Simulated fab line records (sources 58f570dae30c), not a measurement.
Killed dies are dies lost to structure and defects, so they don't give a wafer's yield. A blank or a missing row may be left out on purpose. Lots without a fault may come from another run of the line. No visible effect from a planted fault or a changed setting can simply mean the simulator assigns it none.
Chamber matching | flow berkeleyCmos170 | rieDiel-01 running UCB170_V2_ETCH_14: 4 sister chambers
The step etches SiO2 in CHF3/CF4/Ar, stops on Al, target depth 1250 nm, time 291 s. 8 wafers are shown with their chamber, then 7 later ones without.

== WAFERS, EACH WITH ITS CHAMBER ==
wafer  | chamber | throttleValvePct (%) | drypumpMotorCurrentA (A)
L714.3 | 3       | 6.74                 | 6.0
L715.1 | 3       | 6.73                 | 6.0
L717.3 | 2       | 7.05                 | 5.1
L717.4 | 0       | 6.94                 | 5.6
L717.5 | 2       | 7.06                 | 5.1
L725.3 | 1       | 6.85                 | 4.6
L725.5 | 0       | 6.92                 | 5.5
L727.1 | 1       | 6.85                 | 4.6

== WAFERS MISSING THEIR CHAMBER ==
wafer  | throttleValvePct (%) | drypumpMotorCurrentA (A)
L727.6 | 6.84                 | 4.6
L731.2 | 6.75                 | 6.0
L731.4 | 6.83                 | 4.6
L731.6 | 7.06                 | 5.1
L733.1 | 6.75                 | 6.0
L733.5 | 6.73                 | 6.0
L733.6 | 6.95                 | 5.6

== WHICH CHAMBER EACH ONE RAN IN ==
wafer  | from the rows above | in truth
L727.6 | 1                   | 1
L731.2 | 3                   | 3
L731.4 | 1                   | 1
L731.6 | 2                   | 2
L733.1 | 3                   | 3
L733.5 | 3                   | 3
L733.6 | 0                   | 0
Correct placement for 7 of the 7. Number that these rows cannot place: 0. Wrongly placed: 0.
How it was worked out, from the rows above alone: a wafer's distance from a chamber is the root of the sum, over the readings, of the square of ((its reading less the chamber's mean) divided by the reading's scatter). The wafer belongs to the nearest chamber; if the next one is less than 2 further off, it can't be placed. Each chamber's mean is taken over the wafers shown for it. How the scatter is found: for the shown wafers, subtract from each reading the mean of its chamber, square and add these, divide the total by (wafers less chambers), then take the root.
